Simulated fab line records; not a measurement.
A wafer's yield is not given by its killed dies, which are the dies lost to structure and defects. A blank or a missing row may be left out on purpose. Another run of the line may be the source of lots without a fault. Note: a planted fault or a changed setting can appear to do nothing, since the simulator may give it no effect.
fab line records	flow rit-cmos
record: lots: 6	wafers: 18	last-day: 7
route steps=202 shown PWELL@46 WELLDRIVE@50 NWELL@51 NRETRO@53 M1@202
lots that met no fault: taken from a fault-free run of the same line
start-h: hours from the record's opening day to when the first of the lot's shown wafers began	wait-h: hours from the lot's prior step to this one	" as in the row above	L1.1+2: several wafers, shown together as one row	- no value, or no start given	* or withheld: withheld	< > ~ a bound
route shown NAME@n: a module of which the file shows steps, and the number in the route of the first	usual: mean/standard deviation of fault-free wafers	same: alike in all rows	chamber/n: place in a boat	sites: readings site by site	_std_site: standard deviation across them	_edge_site: mean of outer sites minus mean of inner sites	radius-mm: how far each site lies from the wafer's centre	mask NAME#n: copy n	behind: tool/chamber where the wafer was last shaped	hold: what put the lot on hold/how long, in hours/how the hold closed	device: names the non-switching transistor (n, p or np)	end of line: tests of these same wafers at the route's end	step lacking rows: just its recipe	killed: dies that structure and defects cost at the first sort, which is not the same as the wafer's yield	map: a wafer's dies, marking killed ones x, the rest . and places with no die _
set.NAME: the setting that was run; set.NAME@STEP: the one run at that earlier step	model.NAME: the simulator's own value behind a step, which no gauge read
certain route steps with their lots: each step a table, each wafer a row
services: when a tool's chamber went out of use (start-h, in hours from the record's first day, below 0 if earlier), for how many hours, and the reason
== steps ==
step: RIT_PWELL_HARDBAKE_07
recipe: resist: NOVOLAK	temp-c: 140	time-s: 120
step: RIT_PWELL_IMPLANT_08
recipe: species: B	energy-kev: 170	dose-cm2: 7e+13	tilt-deg: 7.281
step: RIT_PWELL_STRIP_09
recipe: chemistry: O2	time-s: 180	resist: NOVOLAK	platen-temp-c: withheld	power-w: 500	pressure-mtorr: 4000	o2-flow-sccm: 4000
usual: drypump-motor-current-A: 5.8/0.34
same: time-s: 180
lot.wafer	tool	chamber	start-h	wait-h	drypump-motor-current-A	rf-hours-counter-h
L670.1	plasma-asher-03	0	39.41	0.1	5.9	39
L670.2	"	1	"	"	6.2	39
L670.3	"	1	"	"	6.1	-
L679.1	plasma-asher-01	1	84.13	0.1	6.0	45
L679.3	"	1	"	"	6.0	-
L679.4	"	0	"	"	5.2	-
L680.2	plasma-asher-01	1	92.61	0.1	6.0	46
L680.3	"	0	"	"	5.2	-
L680.4	"	1	"	"	6.0	-
L681.3	plasma-asher-03	1	94.47	0.1	6.2	-
L681.4	"	0	"	"	5.9	-
L681.6	"	1	"	"	6.2	-
L687.2	plasma-asher-01	0	124.55	0.1	5.2	50
L687.4	"	0	"	"	5.2	-
L687.6	"	0	"	"	5.2	-
L689.1	plasma-asher-03	0	135.86	0.1	5.8	2
L689.4	"	0	"	"	5.8	-
L689.5	"	1	"	"	6.1	-
step: RIT_PWELL_TW_MEAS_10
usual: PWELL_TW: 961/6.2
lot.wafer	tool	chamber	start-h	wait-h	PWELL_TW
L670.1	film-metro-04	-	39.58	0.1	950
L670.2	"	-	"	"	953
L670.3	"	-	"	"	954
L679.1	film-metro-01	-	84.31	0.1	955
L679.3	"	-	"	"	958
L679.4	"	-	"	"	957
L680.2	film-metro-03	-	92.80	0.1	967
L680.3	"	-	"	"	970
L680.4	"	-	"	"	968
L681.3	film-metro-03	-	94.60	0.1	973
L681.4	"	-	"	"	971
L681.6	"	-	"	"	970
L687.2	film-metro-01	-	124.74	0.1	959
L687.4	"	-	"	"	960
L687.6	"	-	"	"	958
L689.1	film-metro-01	-	136.04	0.1	956
L689.4	"	-	"	"	960
L689.5	"	-	"	"	967
step: RIT_WELLDRIVE_ANNEAL_00
recipe: temp-c: 1100	time-s: 14700	ambient: N2
step: RIT_WELLDRIVE_RS_MEAS_01
recipe: thk-meas-gauge: four-point-probe
usual: NWELL_RS: 276.0/0.67
lot.wafer	tool	chamber	start-h	wait-h	NWELL_RS[ohm/sq]
L670.1	film-metro-03	-	45.85	0.0	275.9
L670.2	"	-	"	"	275.1
L670.3	"	-	"	"	276.1
L679.1	film-metro-04	-	89.45	0.0	277.5
L679.3	"	-	"	"	277.5
L679.4	"	-	"	"	277.2
L680.2	film-metro-01	-	98.61	0.0	276.3
L680.3	"	-	"	"	275.5
L680.4	"	-	"	"	275.8
L681.3	film-metro-01	-	101.17	0.0	276.1
L681.4	"	-	"	"	276.9
L681.6	"	-	"	"	276.7
L687.2	film-metro-04	-	130.62	0.0	275.2
L687.4	"	-	"	"	275.5
L687.6	"	-	"	"	275.9
L689.1	film-metro-03	-	141.18	0.0	276.6
L689.4	"	-	"	"	275.9
L689.5	"	-	"	"	275.2
step: RIT_WELLDRIVE_RS_MEAS_02
recipe: thk-meas-gauge: four-point-probe
usual: PWELL_RS: 429.9/1.3
lot.wafer	tool	chamber	start-h	wait-h	PWELL_RS[ohm/sq]
L670.1	film-metro-03	-	45.97	0.1	430.9
L670.2	"	-	"	"	430.2
L670.3	"	-	"	"	430.7
L679.1	film-metro-04	-	89.57	0.1	431.6
L679.3	"	-	"	"	430.4
L679.4	"	-	"	"	429.1
L680.2	film-metro-01	-	98.73	0.1	430.5
L680.3	"	-	"	"	429.1
L680.4	"	-	"	"	431.3
L681.3	film-metro-01	-	101.29	0.1	427.2
L681.4	"	-	"	"	427.4
L681.6	"	-	"	"	427.7
L687.2	film-metro-04	-	130.74	0.1	430.0
L687.4	"	-	"	"	431.1
L687.6	"	-	"	"	432.4
L689.1	film-metro-03	-	141.30	0.1	430.2
L689.4	"	-	"	"	429.2
L689.5	"	-	"	"	429.5
step: RIT_NRETRO_HMDS_00
recipe: prime-time-s: 60	prime-temp-c: 140
step: RIT_NRETRO_COAT_01
recipe: resist: NOVOLAK	spin-rpm: 2000	resist-thk-nm: 1300
step: RIT_NRETRO_SOFTBAKE_02
recipe: resist: NOVOLAK	temp-c: 90	time-s: 60
step: RIT_NRETRO_EXPOSE_03
recipe: mask-id: M4	na: 0.57	target-cd-nm: 43900	dose-mj: 250
step: RIT_NRETRO_PEB_04
recipe: resist: NOVOLAK	temp-c: withheld	time-s: withheld
step: RIT_NRETRO_DEVELOP_05
recipe: resist: NOVOLAK	develop-time-s: 68	dev-temp-c: 23
usual: chill-plate-temp-C: 22.99/0.12
lot.wafer	tool	chamber	start-h	wait-h	chill-plate-temp-C
L670.1	litho-track-03	0	46	-	22.95
L670.2	"	0	"	"	22.94
L670.3	"	0	"	"	22.93
L679.1	litho-track-03	0	90	-	23.09
L679.3	"	0	"	"	23.17
L679.4	"	0	"	"	23.10
L680.2	litho-track-03	0	99	-	22.82
L680.3	"	0	"	"	22.92
L680.4	"	0	"	"	22.78
L681.3	litho-track-03	0	102	-	22.94
L681.4	"	0	"	"	23.04
L681.6	"	0	"	"	22.86
L687.2	litho-track-04	0	131	-	22.78
L687.4	"	0	"	"	22.73
L687.6	"	0	"	"	22.95
L689.1	litho-track-02	0	142	-	23.00
L689.4	"	0	"	"	22.94
L689.5	"	0	"	"	22.79
step: RIT_NRETRO_OVL_MEAS_06
usual: NRETRO_OVL: 0.1/1.5
lot.wafer	tool	chamber	start-h	wait-h	NRETRO_OVL[nm]
L670.1	overlay-02	-	47.08	-	-2.0
L670.2	"	-	"	"	-3.4
L670.3	"	-	"	"	-1.7
L679.1	overlay-01	-	90.57	-	-0.9
L679.3	"	-	"	"	-1.5
L679.4	"	-	"	"	-1.1
L680.2	overlay-02	-	99.84	-	3.9
L680.3	"	-	"	"	2.4
L680.4	"	-	"	"	2.2
L681.3	overlay-02	-	102.65	-	1.3
L681.4	"	-	"	"	1.8
L681.6	"	-	"	"	0.5
L687.2	overlay-01	-	131.73	-	1.8
L687.4	"	-	"	"	2.3
L687.6	"	-	"	"	0.8
L689.1	overlay-01	-	142.30	-	-1.2
L689.4	"	-	"	"	0.4
L689.5	"	-	"	"	0.5
step: RIT_NRETRO_HARDBAKE_07
recipe: resist: NOVOLAK	temp-c: 140	time-s: 120
step: RIT_NRETRO_IMPLANT_08
recipe: species: P	energy-kev: 70	dose-cm2: 1e+13	tilt-deg: 7
step: RIT_NRETRO_STRIP_09
recipe: chemistry: O2	time-s: 180	resist: NOVOLAK	platen-temp-c: withheld	power-w: 500	pressure-mtorr: 4000	o2-flow-sccm: 4000
usual: drypump-motor-current-A: 5.7/0.3
same: time-s: 180
lot.wafer	tool	chamber	start-h	wait-h	drypump-motor-current-A	rf-hours-counter-h
L670.1	plasma-asher-02	1	47.51	0.1	5.4	27
L670.2	"	0	"	"	5.8	27
L670.3	"	1	"	"	5.3	-
L679.1	plasma-asher-01	1	91.12	0.1	6.0	46
L679.3	"	1	"	"	6.0	-
L679.4	"	0	"	"	5.2	-
L680.2	plasma-asher-02	0	100.27	0.1	5.8	33
L680.3	"	1	"	"	5.4	-
L680.4	"	0	"	"	5.8	-
L681.3	plasma-asher-02	0	103.13	0.1	5.8	-
L681.4	"	1	"	"	5.4	-
L681.6	"	0	"	"	5.8	-
L687.2	plasma-asher-04	1	132.16	0.1	5.6	46
L687.4	"	1	"	"	5.6	-
L687.6	"	1	"	"	5.6	-
L689.1	plasma-asher-02	1	142.74	0.1	5.4	37
L689.4	"	0	"	"	5.8	-
L689.5	"	0	"	"	5.8	-
step: RIT_NRETRO_TW_MEAS_10
usual: NRETRO_TW: 1060/6.4
lot.wafer	tool	chamber	start-h	wait-h	hold	NRETRO_TW
L670.1	film-metro-04	-	47.69	0.1	-	1053
L670.2	"	-	"	"	-	1059
L670.3	"	-	"	"	-	1052
L679.1	film-metro-01	-	91.30	0.1	-	1055
L679.3	"	-	"	"	-	1059
L679.4	"	-	"	"	-	1045
L680.2	film-metro-01	-	100.45	0.1	await-dispo/0.2h/release	232
L680.3	"	-	"	"	await-dispo/0.2h/release	233
L680.4	"	-	"	"	await-dispo/0.2h/release	236
L680.2	film-metro-01	-	100.68	0.2	-	231
L680.3	"	-	"	"	-	234
L680.4	"	-	"	"	-	235
L681.3	film-metro-04	-	103.27	0.1	await-dispo/0.2h/release	228
L681.4	"	-	"	"	await-dispo/0.2h/release	226
L681.6	"	-	"	"	await-dispo/0.2h/release	226
L681.3	film-metro-04	-	103.50	0.2	-	228
L681.4	"	-	"	"	-	226
L681.6	"	-	"	"	-	226
L687.2	film-metro-01	-	132.35	0.1	-	1060
L687.4	"	-	"	"	-	1065
L687.6	"	-	"	"	-	1060
L689.1	film-metro-02	-	142.91	0.1	-	1059
L689.4	"	-	"	"	-	1056
L689.5	"	-	"	"	-	1060
step: RIT_M1_PROBE_99
usual: defect-limited-yield: 97.1/1.2	killed-at-contacts: 0.0/0.22	killed-at-front-end: 7/3.2	killed-dies: 8/3.2	killed-open: 3.7/2.1	killed-short: 3.8/2.2	sort_bin_3_pad_short: 0.1/0.24	sort_bin_5_function: 1.7/0.87	sort_bin_6_memory: 1.0/0.64	sort-n-pass: 256/3.2	sort-yield-pct: 97.1/1.2
same: gross-dies: 264	killed_at_M0_to_M3: 0	killed_at_M4_up: 0	killed-at-back-side: 0	killed-at-other: 0
lot.wafer	tool	chamber	start-h	wait-h	defect-limited-yield[%]	killed-at-contacts	killed-at-front-end	killed-dies	killed-open	killed-short	sort_bin_3_pad_short[%]	sort_bin_5_function[%]	sort_bin_6_memory[%]	sort-n-pass	sort-yield-pct[%]
L670.1	prober-02	-	78.48	0.1	96.2	0	10	10	7	3	0	1.9	1.9	254	96.2
L670.2	prober-02	-	78.53	0.1	97.7	0	6	6	1	5	0	1.5	0.8	258	97.7
L670.3	prober-02	-	78.58	0.2	98.1	0	5	5	3	2	0	1.1	0.8	259	98.1
L679.1	prober-01	-	123.01	0.1	95.5	0	12	12	5	7	0.8	2.3	1.5	252	95.5
L679.3	prober-01	-	123.11	0.2	98.1	0	5	5	2	3	0	1.1	0.8	259	98.1
L679.4	prober-01	-	123.16	0.2	98.5	0	4	4	2	2	0	0.8	0.8	260	98.5
L687.2	prober-01	-	161.08	0.1	98.9	0	3	3	2	1	0	0.8	0.4	261	98.9
L687.4	prober-01	-	161.18	0.2	99.2	1	1	2	2	0	0	0.8	0	262	99.2
L687.6	prober-01	-	161.28	0.2	98.9	0	3	3	1	2	0	0.8	0.4	261	98.9
L689.1	prober-01	-	172.68	0.1	96.2	0	10	10	4	6	0.8	1.9	1.1	254	96.2
L689.4	prober-01	-	172.83	0.2	97.0	0	8	8	6	2	0	1.9	1.1	256	97.0
L689.5	prober-01	-	172.88	0.2	96.6	0	9	9	8	1	0	1.9	1.5	255	96.6
killed by level:class
L670.1 GATE:geometric-particle:open=5 GATE:geometric-particle:short=2 REOX:geometric-particle:open=2 REOX:geometric-particle:short=1
L670.2 FOX2:geometric-particle:short=2 FOX1:geometric-particle:short=1 GATE:geometric-particle:short=1 GATE:geometric-particle:open=1 SPACER:geometric-particle:short=1
L670.3 GATE:geometric-particle:open=2 GATE:geometric-particle:short=1 REOX:geometric-particle:open=1 SILICIDE:geometric-particle:short=1
L679.1 GATE:geometric-particle:open=3 REOX:geometric-particle:short=3 GATE:geometric-particle:short=2 FOX1:geometric-particle:short=1 FOX1:geometric-particle:open=1 FOX2:geometric-particle:open=1 SPACER:geometric-particle:short=1
L679.3 FOX1:geometric-particle:short=1 GATE:geometric-particle:open=1 REOX:geometric-particle:short=1 SILICIDE:geometric-particle:open=1 SILICIDE:geometric-particle:short=1
L679.4 FOX2:geometric-particle:short=1 FOX2:geometric-particle:open=1 GATE:geometric-particle:short=1 REOX:geometric-particle:open=1
L687.2 FOX1:geometric-particle:open=1 GATE:geometric-particle:open=1 SILICIDE:geometric-particle:short=1
L687.4 FOX1:geometric-particle:open=1 CONTACT:geometric-particle:open=1
L687.6 SILICIDE:geometric-particle:short=2 FOX1:geometric-particle:open=1
L689.1 GATE:geometric-particle:open=3 SPACER:geometric-particle:short=3 FOX2:geometric-particle:short=1 GATE:geometric-particle:short=1 SPACER:geometric-particle:open=1 SILICIDE:geometric-particle:short=1
L689.4 FOX2:geometric-particle:open=2 GATE:geometric-particle:short=2 REOX:geometric-particle:open=2 FOX1:geometric-particle:open=1 SPACER:geometric-particle:open=1
L689.5 GATE:geometric-particle:open=4 SILICIDE:geometric-particle:open=2 FOX1:geometric-particle:open=1 GATE:geometric-particle:short=1 SPACER:geometric-particle:open=1
== services ==
tool	chamber	start-h	hours	kind
plasma-asher-01	-	54.90	3.0	repair
plasma-asher-04	-	89.88	0.5	repair
plasma-asher-03	-	108.75	9.0	pm
plasma-asher-03	0	108.75	9.0	vent-cycle
plasma-asher-03	1	108.75	9.0	vent-cycle
plasma-asher-03	0	117.75	-	clean
plasma-asher-03	1	117.75	-	clean
plasma-asher-02	-	132.94	4.4	repair
== key ==
first-sign: step: RIT_NRETRO_TW_MEAS_10	reading: visit	direction: added
effect: step: RIT_NRETRO_TW_MEAS_10	reading: NRETRO_TW	direction: down	sigmas: 99+	usual: 1060	struck: 230
met-at RIT_NRETRO_DEVELOP_05
struck-wafers L680.2,L680.3,L680.4,L681.3,L681.4,L681.6
scrapped-behind RIT_NRETRO_TW_MEAS_10 L680.2,L680.3,L680.4,L681.3,L681.4,L681.6
onset-between 90 99
fault: kind: process-parameter-drift	tool: litho-track-03	chamber: -	onset-h: 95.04	steps: RIT_NRETRO_DEVELOP_05	channel: develop-time-s	offset: *	shape: step	end-h: 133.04	acts-in: *	stated: *
